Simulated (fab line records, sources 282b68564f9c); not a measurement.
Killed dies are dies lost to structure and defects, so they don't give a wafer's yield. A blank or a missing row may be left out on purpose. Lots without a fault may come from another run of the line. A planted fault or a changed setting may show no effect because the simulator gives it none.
Split-lot experiment | flow rit_cmos | 5 lots, 23 wafers read, on a route of 202 steps

THE SPLIT
At RIT_ACTIVE_COAT_06 (resist thk 1000 nm), the setting spin_rpm was moved away from the recipe's 3250 rpm on 8 of the 23 wafers read, by -5.6% to +5.5%. The other wafers ran this setting at the recipe's value.

FROM THE SPLIT TO THE READING: what the file shows between them, 3 steps
- RIT_ACTIVE_SOFTBAKE_07: time 60 s
- RIT_ACTIVE_EXPOSE_08: exposes mask M1, target cd 1400 nm
- RIT_ACTIVE_DEVELOP_10: develop time 50 s

THE READING
NOVOLAK_of_ACTIVE_COAT_06.thk_nm (the simulator's own value, which no gauge read), in nm, at RIT_ACTIVE_HARDBAKE_12 (time 60 s). The file gives no usual value for it. The 15 wafers here that ran the recipe average 884.7 nm, standard deviation 1.9 nm.

wafer  | tool, chamber at the split | spin_rpm as run, rpm | against the recipe | NOVOLAK_of_ACTIVE_COAT_06.thk_nm, nm | against lot-mates on the recipe
L074.1 | litho_track-03, 0          | 3067                 | -5.6%              | 913.5                                | +26.2
L074.2 | litho_track-03, 0          | 3250                 | recipe             | 889.3                                | -
L074.4 | litho_track-03, 0          | 3250                 | recipe             | 885.3                                | -
L074.5 | litho_track-03, 0          | 3250                 | recipe             | 887.4                                | -
L074.6 | litho_track-03, 0          | 3067                 | -5.6%              | 914.3                                | +27.0
L076.2 | litho_track-01, 0          | 3250                 | recipe             | 882.9                                | -
L076.3 | litho_track-01, 0          | 3250                 | recipe             | 885.2                                | -
L076.4 | litho_track-01, 0          | 3429                 | +5.5%              | 861.2                                | -22.9
L076.5 | litho_track-01, 0          | 3250                 | recipe             | 884.2                                | -
L076.6 | litho_track-01, 0          | 3429                 | +5.5%              | 857                                  | -27.1
L077.1 | litho_track-03, 0          | 3344                 | +2.9%              | 869.7                                | -13.7
L077.2 | litho_track-03, 0          | 3344                 | +2.9%              | 871.3                                | -12.1
L077.3 | litho_track-03, 0          | 3250                 | recipe             | 883                                  | -
L077.4 | litho_track-03, 0          | 3250                 | recipe             | 884.3                                | -
L077.6 | litho_track-03, 0          | 3250                 | recipe             | 882.9                                | -
L082.2 | litho_track-01, 0          | 3376                 | +3.9%              | 867.2                                | -17.5
L082.3 | litho_track-01, 0          | 3376                 | +3.9%              | 867.5                                | -17.2
L082.4 | litho_track-01, 0          | 3250                 | recipe             | 882.8                                | -
L082.5 | litho_track-01, 0          | 3250                 | recipe             | 885.6                                | -
L082.6 | litho_track-01, 0          | 3250                 | recipe             | 885.8                                | -
L085.3 | litho_track-01, 0          | 3250                 | recipe             | 882.3                                | -
L085.4 | litho_track-01, 0          | 3250                 | recipe             | 885.6                                | -
L085.5 | litho_track-01, 0          | 3250                 | recipe             | 884.1                                | -

THE FIT
A straight line over all 23 wafers: NOVOLAK_of_ACTIVE_COAT_06.thk_nm changes by -4.87 nm for each +1% of spin_rpm; r = -0.99; the points scatter about the line by 1.9 nm.
The same after taking each lot's own level away (the mean of its wafers on the recipe; 23 wafers): -4.6 nm for each +1%; r = -1.00; scatter 1.3 nm.
On that fit, the largest move of spin_rpm shifts the reading by 26 nm.
The lots' own levels span 883.40 to 887.33 nm, that is 2.1 times the standard deviation above.
So the lot-to-lot level changes the slope little: the two slopes agree.
Check: with one of the wafers moved furthest among these (-5.6%) left out of the fit, the line predicts +26 nm for it against its lot-mates. It came out at +26.2 nm against them.

OTHER SPLITS ON THESE WAFERS
These wafers also went through other splits before the reading. Each is held against what the fit with the lots' levels taken away leaves over:
other split on the same wafers | wafers away from the commonest value | r with NOVOLAK_of_ACTIVE_COAT_06.thk_nm (lot level and that fit taken away)
RIT_ACTIVE_OXIDATION_01 temp_c | 15                                   | +0.00

THE WHOLE CHAIN: every reading that the file lists as answering this split, in the file's order
step                   | what it does                                                        | reading                                                                           | change (the file's fit)                                                          | r (the file's)
RIT_ACTIVE_COAT_06     | resist thk 1000 nm                                                  | NOVOLAK_of_ACTIVE_COAT_06.thk_nm (the simulator's own value, which no gauge read) | -5.23 nm for each +1% of the setting                                             | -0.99
RIT_ACTIVE_HARDBAKE_12 | time 60 s                                                           | NOVOLAK_of_ACTIVE_COAT_06.thk_nm (the simulator's own value, which no gauge read) | -4.58 nm for each +1% of the setting                                             | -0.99
RIT_ACTIVE_ETCH_13     | etches Si3N4 in SF6, stops on SiO2, time 210 s, target depth 210 nm | NOVOLAK_of_ACTIVE_COAT_06.thk_nm (the simulator's own value, which no gauge read) | -4.73 nm for each +1% of the setting, in a fit together with rf_w@ACTIVE_ETCH_13 | 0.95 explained

THE FILE'S OWN FIT
NOVOLAK_of_ACTIVE_COAT_06.thk_nm changes by -4.58 nm for each +1% of spin_rpm, r = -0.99.
